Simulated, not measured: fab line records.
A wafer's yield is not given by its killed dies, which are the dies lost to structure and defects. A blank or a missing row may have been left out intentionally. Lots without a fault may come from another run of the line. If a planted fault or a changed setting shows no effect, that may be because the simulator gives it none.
fab line records | flow rit-cmos
[record] lots = 14 | wafers = 42 | last-day = 7
route steps=202 shown PRETRO@72 CONTACT@181 M1@199
lots that met no fault: from a run of the same line without faults
start-h: the number of hours between the record's first day and the start of the first shown wafer of the lot | wait-h: time in hours since the lot's previous step | " as in the row above | L1.1+2: several wafers, shown together as one row | - no value, or no start was given | * or withheld: withheld | < > ~ a bound
route shown NAME@n: a module of which the file shows steps, and the number in the route of the first | usual: mean and standard deviation over wafers with no fault | same: alike in all rows | chamber/n: place in a boat | sites: the reading at each site | _std_site: standard deviation across them | _edge_site: mean of outer sites minus mean of inner sites | radius-mm: how far each site lies from the wafer's centre | mask NAME#n: copy n | behind: the most recent tool/chamber to have shaped the wafer | hold: why the lot was held/for how many hours/how that ended | device: whichever transistor did not switch (one of n, p or np) | end of line: at the end of the route, the tests of the same wafers | a step with no rows: only its recipe | killed: not the wafer's yield, but the dies lost to structure and defects at the first sort | map: shows each die of a wafer: x if killed, . if not, _ if none is there
set.NAME: setting as actually run; set.NAME@STEP: the setting as run at that earlier step | model.NAME: the simulator's own value behind a step, which no gauge read
the route's steps for a sample of lots (tables are steps, rows are wafers)
services: a tool's chamber out of use, with start hour (start-h, from the record's first day; less than 0 if before it), hours out, and reason
[[steps]]
[step RIT_PRETRO_IMPLANT_08]
[recipe] species = B | energy-kev = 45 | dose-cm2 = 1.2e+13 | tilt-deg = 7
lot.wafer  | tool         | chamber | start-h | wait-h
L717.2+5+6 | implanter-03 | 0       | 32.99   | 0.2
L719.1+3+6 | implanter-01 | 0       | 44.47   | 0.2
L720.3+4+5 | implanter-01 | 0       | 46.79   | 0.2
L722.1+2+3 | implanter-01 | 0       | 58.99   | 0.2
L723.2+4+5 | implanter-01 | 0       | 63.98   | 0.2
L724.3+5+6 | implanter-03 | 0       | 67.37   | 0.2
L732.3+4+5 | implanter-02 | 0       | 108.37  | 0.2
L733.2+4+6 | implanter-02 | 0       | 113.19  | 0.2
L734.3+4+5 | implanter-03 | 0       | 118.88  | 0.2
L736.1+4+5 | implanter-02 | 0       | 130.49  | 0.2
L737.3+5+6 | implanter-01 | 0       | 132.07  | 0.2
L738.1+3+4 | implanter-01 | 0       | 138.58  | 0.2
L739.1+2+6 | implanter-01 | 0       | 143.83  | 0.2
L740.4+5+6 | implanter-02 | 0       | 148.78  | 0.2
[step RIT_PRETRO_TW_MEAS_10]
[usual] PRETRO_TW = 474/6
lot.wafer | tool          | chamber | start-h | wait-h | hold                     | PRETRO_TW
L717.2    | film-metro-02 | -       | 33.30   | 0.1    | -                        | 469
L717.5    | "             | -       | "       | "      | -                        | 468
L717.6    | "             | -       | "       | "      | -                        | 470
L719.1    | film-metro-02 | -       | 44.79   | 0.1    | -                        | 469
L719.3    | "             | -       | "       | "      | -                        | 471
L719.6    | "             | -       | "       | "      | -                        | 468
L720.3    | film-metro-04 | -       | 47.09   | 0.1    | -                        | 476
L720.4    | "             | -       | "       | "      | -                        | 481
L720.5    | "             | -       | "       | "      | -                        | 478
L722.1    | film-metro-04 | -       | 59.32   | 0.1    | -                        | 454
L722.2    | "             | -       | "       | "      | -                        | 456
L722.3    | "             | -       | "       | "      | -                        | 453
L723.2    | film-metro-02 | -       | 64.29   | 0.1    | await-dispo/0.2h/release | 445
L723.4    | "             | -       | "       | "      | await-dispo/0.2h/release | 447
L723.5    | "             | -       | "       | "      | await-dispo/0.2h/release | 451
L723.2    | film-metro-02 | -       | 64.52   | 0.2    | -                        | 449
L723.4    | "             | -       | "       | "      | -                        | 449
L723.5    | "             | -       | "       | "      | -                        | 448
L724.3    | film-metro-04 | -       | 67.66   | 0.1    | -                        | 470
L724.5    | "             | -       | "       | "      | -                        | 477
L724.6    | "             | -       | "       | "      | -                        | 477
L732.3    | film-metro-04 | -       | 108.67  | 0.1    | -                        | 483
L732.4    | "             | -       | "       | "      | -                        | 481
L732.5    | "             | -       | "       | "      | -                        | 481
L733.2    | film-metro-02 | -       | 113.50  | 0.1    | -                        | 473
L733.4    | "             | -       | "       | "      | -                        | 471
L733.6    | "             | -       | "       | "      | -                        | 469
L734.3    | film-metro-04 | -       | 119.17  | 0.1    | -                        | 483
L734.4    | "             | -       | "       | "      | -                        | 480
L734.5    | "             | -       | "       | "      | -                        | 480
L736.1    | film-metro-04 | -       | 130.81  | 0.1    | -                        | 477
L736.4    | "             | -       | "       | "      | -                        | 481
L736.5    | "             | -       | "       | "      | -                        | 480
L737.3    | film-metro-04 | -       | 132.36  | 0.1    | -                        | 478
L737.5    | "             | -       | "       | "      | -                        | 480
L737.6    | "             | -       | "       | "      | -                        | 479
L738.1    | film-metro-02 | -       | 138.90  | 0.1    | -                        | 476
L738.3    | "             | -       | "       | "      | -                        | 479
L738.4    | "             | -       | "       | "      | -                        | 478
L739.1    | film-metro-04 | -       | 144.16  | 0.1    | -                        | 479
L739.2    | "             | -       | "       | "      | -                        | 479
L739.6    | "             | -       | "       | "      | -                        | 481
L740.4    | film-metro-04 | -       | 149.06  | 0.1    | -                        | 480
L740.5    | "             | -       | "       | "      | -                        | 481
L740.6    | "             | -       | "       | "      | -                        | 478
[step RIT_CONTACT_CD_MEAS_90]
[recipe] target-cd-nm = 1000
[usual] cd-nm = 999.9/2.1
lot.wafer | tool      | chamber | start-h | wait-h | cd-nm
L717.2    | cd-sem-01 | -       | 54.62   | 0.1    | 997.8
L717.5    | "         | -       | "       | "      | 996.7
L717.6    | "         | -       | "       | "      | 997.7
L719.1    | cd-sem-01 | -       | 67.45   | 0.1    | 999.5
L719.3    | "         | -       | "       | "      | 997.8
L719.6    | "         | -       | "       | "      | 997.5
L720.3    | cd-sem-01 | -       | 69.45   | 0.1    | 1002.2
L720.4    | "         | -       | "       | "      | 998.4
L720.5    | "         | -       | "       | "      | 1000.9
L722.1    | cd-sem-01 | -       | 80.05   | 0.1    | 1002.4
L722.2    | "         | -       | "       | "      | 1003.5
L722.3    | "         | -       | "       | "      | 1002.4
L724.3    | cd-sem-01 | -       | 91.72   | 0.1    | 997.4
L724.5    | "         | -       | "       | "      | 997.7
L724.6    | "         | -       | "       | "      | 997.6
L723.2    | cd-sem-01 | -       | 93.64   | 0.1    | 995.9
L723.4    | "         | -       | "       | "      | 999.2
L723.5    | "         | -       | "       | "      | 997.1
L732.3    | cd-sem-02 | -       | 130.06  | 0.1    | 999.5
L732.4    | "         | -       | "       | "      | 999.1
L732.5    | "         | -       | "       | "      | 998.1
L733.2    | cd-sem-02 | -       | 135.40  | 0.1    | 1003.7
L733.4    | "         | -       | "       | "      | 1004.0
L733.6    | "         | -       | "       | "      | 1003.2
L734.3    | cd-sem-02 | -       | 142.70  | 0.1    | 1001.2
L734.4    | "         | -       | "       | "      | 1000.3
L734.5    | "         | -       | "       | "      | 1000.2
L736.1    | cd-sem-01 | -       | 152.50  | 0.1    | 997.1
L736.4    | "         | -       | "       | "      | 997.4
L736.5    | "         | -       | "       | "      | 997.8
L737.3    | cd-sem-02 | -       | 155.04  | 0.1    | 1003.4
L737.5    | "         | -       | "       | "      | 1002.3
L737.6    | "         | -       | "       | "      | 1002.7
L738.1    | cd-sem-01 | -       | 161.52  | 0.1    | 1001.4
L738.3    | "         | -       | "       | "      | 999.6
L738.4    | "         | -       | "       | "      | 1000.1
L739.1    | cd-sem-02 | -       | 167.46  | 0.1    | 999.5
L739.2    | "         | -       | "       | "      | 1000.5
L739.6    | "         | -       | "       | "      | 998.3
L740.4    | cd-sem-01 | -       | 169.01  | 0.1    | 1001.6
L740.5    | "         | -       | "       | "      | 999.5
L740.6    | "         | -       | "       | "      | 1001.8
[step RIT_M1_CD_MEAS_90]
[recipe] target-cd-nm = 2600
[usual] cd-nm = 2597.8/2.5
lot.wafer | tool      | chamber | start-h | wait-h | cd-nm
L717.2    | cd-sem-01 | -       | 57.66   | 0.1    | 2596.1
L717.5    | "         | -       | "       | "      | 2598.9
L717.6    | "         | -       | "       | "      | 2597.4
L719.1    | cd-sem-01 | -       | 70.21   | 0.1    | 2598.2
L719.3    | "         | -       | "       | "      | 2599.2
L719.6    | "         | -       | "       | "      | 2599.5
L720.3    | cd-sem-01 | -       | 72.25   | 0.1    | 2596.8
L720.4    | "         | -       | "       | "      | 2600.3
L720.5    | "         | -       | "       | "      | 2600.3
L722.1    | cd-sem-01 | -       | 82.92   | 0.1    | 2596.2
L722.2    | "         | -       | "       | "      | 2600.3
L722.3    | "         | -       | "       | "      | 2598.6
L724.3    | cd-sem-01 | -       | 94.48   | 0.1    | 2598.8
L724.5    | "         | -       | "       | "      | 2598.3
L724.6    | "         | -       | "       | "      | 2597.9
L723.2    | cd-sem-01 | -       | 96.42   | 0.1    | 2591.6
L723.4    | "         | -       | "       | "      | 2597.4
L723.5    | "         | -       | "       | "      | 2594.3
L732.3    | cd-sem-01 | -       | 132.93  | 0.1    | 2597.7
L732.4    | "         | -       | "       | "      | 2593.3
L732.5    | "         | -       | "       | "      | 2596.4
L733.2    | cd-sem-02 | -       | 138.27  | 0.1    | 2603.1
L733.4    | "         | -       | "       | "      | 2602.7
L733.6    | "         | -       | "       | "      | 2601.7
L734.3    | cd-sem-01 | -       | 145.45  | 0.1    | 2598.2
L734.4    | "         | -       | "       | "      | 2596.9
L734.5    | "         | -       | "       | "      | 2599.4
L736.1    | cd-sem-02 | -       | 155.37  | 0.1    | 2591.0
L736.4    | "         | -       | "       | "      | 2593.3
L736.5    | "         | -       | "       | "      | 2593.3
L737.3    | cd-sem-01 | -       | 158.21  | 0.1    | 2600.2
L737.5    | "         | -       | "       | "      | 2603.4
L737.6    | "         | -       | "       | "      | 2599.7
L738.1    | cd-sem-02 | -       | 164.52  | 0.1    | 2597.6
L738.3    | "         | -       | "       | "      | 2593.9
L738.4    | "         | -       | "       | "      | 2598.5
L739.1    | cd-sem-02 | -       | 170.27  | 0.1    | 2594.3
L739.2    | "         | -       | "       | "      | 2598.6
L739.6    | "         | -       | "       | "      | 2594.2
L740.4    | cd-sem-01 | -       | 172.12  | 0.1    | 2598.4
L740.5    | "         | -       | "       | "      | 2597.8
L740.6    | "         | -       | "       | "      | 2593.4
[step RIT_M1_BOW_MEAS_16]
[recipe] mode = bow
[usual] M1_BOW = 18/6.7
lot.wafer | tool          | chamber | start-h | wait-h | M1_BOW[um]
L717.2    | film-metro-03 | -       | 59.28   | 0.0    | 21
L717.5    | "             | -       | "       | "      | 8
L717.6    | "             | -       | "       | "      | 18
L719.1    | film-metro-03 | -       | 71.83   | 0.0    | 13
L719.3    | "             | -       | "       | "      | 14
L719.6    | "             | -       | "       | "      | 0
L720.3    | film-metro-03 | -       | 73.87   | 0.0    | 36
L720.4    | "             | -       | "       | "      | 6
L720.5    | "             | -       | "       | "      | 16
L722.1    | film-metro-02 | -       | 84.54   | 0.0    | 12
L722.2    | "             | -       | "       | "      | 16
L722.3    | "             | -       | "       | "      | 19
L724.3    | film-metro-02 | -       | 96.10   | 0.0    | 22
L724.5    | "             | -       | "       | "      | 20
L724.6    | "             | -       | "       | "      | 17
L723.2    | film-metro-02 | -       | 98.04   | 0.0    | 20
L723.4    | "             | -       | "       | "      | 16
L723.5    | "             | -       | "       | "      | 30
L732.3    | film-metro-03 | -       | 134.55  | 0.0    | 20
L732.4    | "             | -       | "       | "      | 13
L732.5    | "             | -       | "       | "      | 9
L733.2    | film-metro-02 | -       | 139.94  | 0.1    | 8
L733.4    | "             | -       | "       | "      | 21
L733.6    | "             | -       | "       | "      | 20
L734.3    | film-metro-03 | -       | 147.07  | 0.0    | 8
L734.4    | "             | -       | "       | "      | 21
L734.5    | "             | -       | "       | "      | 17
L736.1    | film-metro-03 | -       | 156.99  | 0.0    | 13
L736.4    | "             | -       | "       | "      | 19
L736.5    | "             | -       | "       | "      | 17
L737.3    | film-metro-03 | -       | 159.83  | 0.0    | 27
L737.5    | "             | -       | "       | "      | 26
L737.6    | "             | -       | "       | "      | 9
L738.1    | film-metro-02 | -       | 166.14  | 0.0    | 9
L738.3    | "             | -       | "       | "      | 19
L738.4    | "             | -       | "       | "      | 21
L739.1    | film-metro-01 | -       | 171.89  | 0.0    | 23
L739.2    | "             | -       | "       | "      | 20
L739.6    | "             | -       | "       | "      | 34
L740.4    | film-metro-01 | -       | 173.74  | 0.1    | 18
L740.5    | "             | -       | "       | "      | 23
L740.6    | "             | -       | "       | "      | 8
[step RIT_M1_PROBE_99]
[usual] killed_at_M0_to_M3 = 0.0/0.16 | killed-at-contacts = 0.0/0.2 | killed-at-front-end = 7.2/2.5 | killed-dies = 7.3/2.5 | killed-open = 3.8/1.9 | killed-short = 3.5/1.8
[same] gross-dies = 264 | killed_at_M4_up = 0 | killed-at-back-side = 0 | killed-at-other = 0
lot.wafer | tool      | chamber | start-h | wait-h | killed_at_M0_to_M3 | killed-at-contacts | killed-at-front-end | killed-dies | killed-open | killed-short
L723.2    | prober-01 | -       | 98.19   | 0.1    | 0                  | 0                  | 5                   | 5           | 3           | 2
L723.4    | prober-01 | -       | 98.29   | 0.2    | 0                  | 0                  | 6                   | 6           | 2           | 4
L723.5    | prober-01 | -       | 98.34   | 0.2    | 0                  | 0                  | 5                   | 5           | 3           | 2
L732.3    | prober-01 | -       | 134.73  | 0.2    | 0                  | 0                  | 7                   | 7           | 0           | 7
L732.4    | prober-01 | -       | 134.78  | 0.2    | 0                  | 0                  | 9                   | 9           | 5           | 4
L732.5    | prober-01 | -       | 134.83  | 0.2    | 0                  | 0                  | 6                   | 6           | 3           | 3
L736.1    | prober-01 | -       | 157.11  | 0.1    | 0                  | 0                  | 9                   | 9           | 5           | 4
L736.4    | prober-01 | -       | 157.26  | 0.2    | 0                  | 0                  | 5                   | 5           | 1           | 4
L736.5    | prober-01 | -       | 157.31  | 0.2    | 0                  | 0                  | 8                   | 8           | 6           | 2
L737.3    | prober-02 | -       | 160.01  | 0.2    | 0                  | 0                  | 9                   | 9           | 5           | 4
L737.5    | prober-02 | -       | 160.11  | 0.2    | 0                  | 0                  | 4                   | 4           | 1           | 3
L737.6    | prober-02 | -       | 160.16  | 0.2    | 0                  | 0                  | 9                   | 9           | 3           | 6
L739.1    | prober-02 | -       | 172.01  | 0.1    | 0                  | 0                  | 7                   | 7           | 3           | 4
L739.2    | prober-02 | -       | 172.06  | 0.1    | 0                  | 0                  | 6                   | 6           | 3           | 3
L739.6    | prober-02 | -       | 172.26  | 0.2    | 0                  | 0                  | 13                  | 13          | 9           | 4
// killed by level:class
L723.2 GATE:geometric-particle:open=2 FOX1:geometric-particle:open=1 FOX1:geometric-particle:short=1 SILICIDE:geometric-particle:short=1
L723.4 FOX1:geometric-particle:open=1 GATE:geometric-particle:short=1 REOX:geometric-particle:short=1 REOX:geometric-particle:open=1 SPACER:geometric-particle:short=1 SILICIDE:geometric-particle:short=1
L723.5 GATE:geometric-particle:open=1 GATE:geometric-particle:short=1 SPACER:geometric-particle:open=1 SILICIDE:geometric-particle:open=1 SILICIDE:geometric-particle:short=1
L732.3 SILICIDE:geometric-particle:short=3 GATE:geometric-particle:short=2 FOX1:geometric-particle:short=1 FOX2:geometric-particle:short=1
L732.4 FOX1:geometric-particle:short=2 FOX2:geometric-particle:open=2 FOX1:geometric-particle:open=1 GATE:geometric-particle:open=1 GATE:geometric-particle:short=1 REOX:geometric-particle:short=1 REOX:geometric-particle:open=1
L732.5 GATE:geometric-particle:short=1 GATE:geometric-particle:open=1 REOX:geometric-particle:short=1 REOX:geometric-particle:open=1 SPACER:geometric-particle:short=1 SILICIDE:geometric-particle:open=1
L736.1 GATE:geometric-particle:open=3 REOX:geometric-particle:short=2 SILICIDE:geometric-particle:open=2 GATE:geometric-particle:short=1 SPACER:geometric-particle:short=1
L736.4 FOX2:geometric-particle:short=2 FOX1:geometric-particle:open=1 FOX1:geometric-particle:short=1 SPACER:geometric-particle:short=1
L736.5 REOX:geometric-particle:open=2 SILICIDE:geometric-particle:short=2 SILICIDE:geometric-particle:open=2 FOX1:geometric-particle:open=1 GATE:geometric-particle:open=1
L737.3 GATE:geometric-particle:open=3 GATE:geometric-particle:short=1 REOX:geometric-particle:short=1 SPACER:geometric-particle:open=1 SPACER:geometric-particle:short=1 SILICIDE:geometric-particle:open=1 SILICIDE:geometric-particle:short=1
L737.5 GATE:geometric-particle:short=1 REOX:geometric-particle:open=1 SPACER:geometric-particle:short=1 SILICIDE:geometric-particle:short=1
L737.6 REOX:geometric-particle:short=3 GATE:geometric-particle:short=2 GATE:geometric-particle:open=1 SPACER:geometric-particle:open=1 SILICIDE:geometric-particle:open=1 SILICIDE:geometric-particle:short=1
L739.1 FOX1:geometric-particle:open=2 GATE:geometric-particle:short=2 FOX1:geometric-particle:short=1 SPACER:geometric-particle:short=1 SILICIDE:geometric-particle:open=1
L739.2 SPACER:geometric-particle:short=2 FOX1:geometric-particle:open=1 FOX1:geometric-particle:short=1 GATE:geometric-particle:open=1 SILICIDE:geometric-particle:open=1
L739.6 FOX1:geometric-particle:open=3 GATE:geometric-particle:open=3 FOX1:geometric-particle:short=2 REOX:geometric-particle:open=2 REOX:geometric-particle:short=1 SPACER:geometric-particle:open=1 SPACER:geometric-particle:short=1
[[services]]
tool         | chamber | start-h | hours | kind
implanter-01 | -       | 36.80   | 3.0   | repair
implanter-02 | -       | 49.55   | 4.1   | pm
implanter-01 | -       | 87.16   | 1.8   | repair
implanter-01 | -       | 96.89   | 0.7   | repair
implanter-03 | -       | 128.68  | 36.5  | repair
[[key]]
[first-sign] step = RIT_PRETRO_TW_MEAS_10 | reading = visit | direction = added
[effect] step = RIT_PRETRO_TW_MEAS_10 | reading = PRETRO_TW | direction = down | sigmas = 3.8 | usual = 474 | struck = 451
met-at RIT_PRETRO_IMPLANT_08
struck-lots L722,L723
tester-left-out L722,L723
not-acting-at RIT_CONTACT_CD_MEAS_90,RIT_M1_CD_MEAS_90,RIT_M1_BOW_MEAS_16
onset-between 46.79 58.99
[fault] kind = process-parameter-drift | tool = implanter-01 | chamber = - | onset-h = 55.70 | steps = RIT_PRETRO_IMPLANT_08 | channel = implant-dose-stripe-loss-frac | offset = 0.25 | shape = step | end-h = 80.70
// tester-left-out: of these lots the tester's yield and bins aren't shown, on N5 and GAA mostly nor the transistor test; their killed dies are dies lost to structure and defects alone, not to doping, threshold or leakage, so they don't give the yield
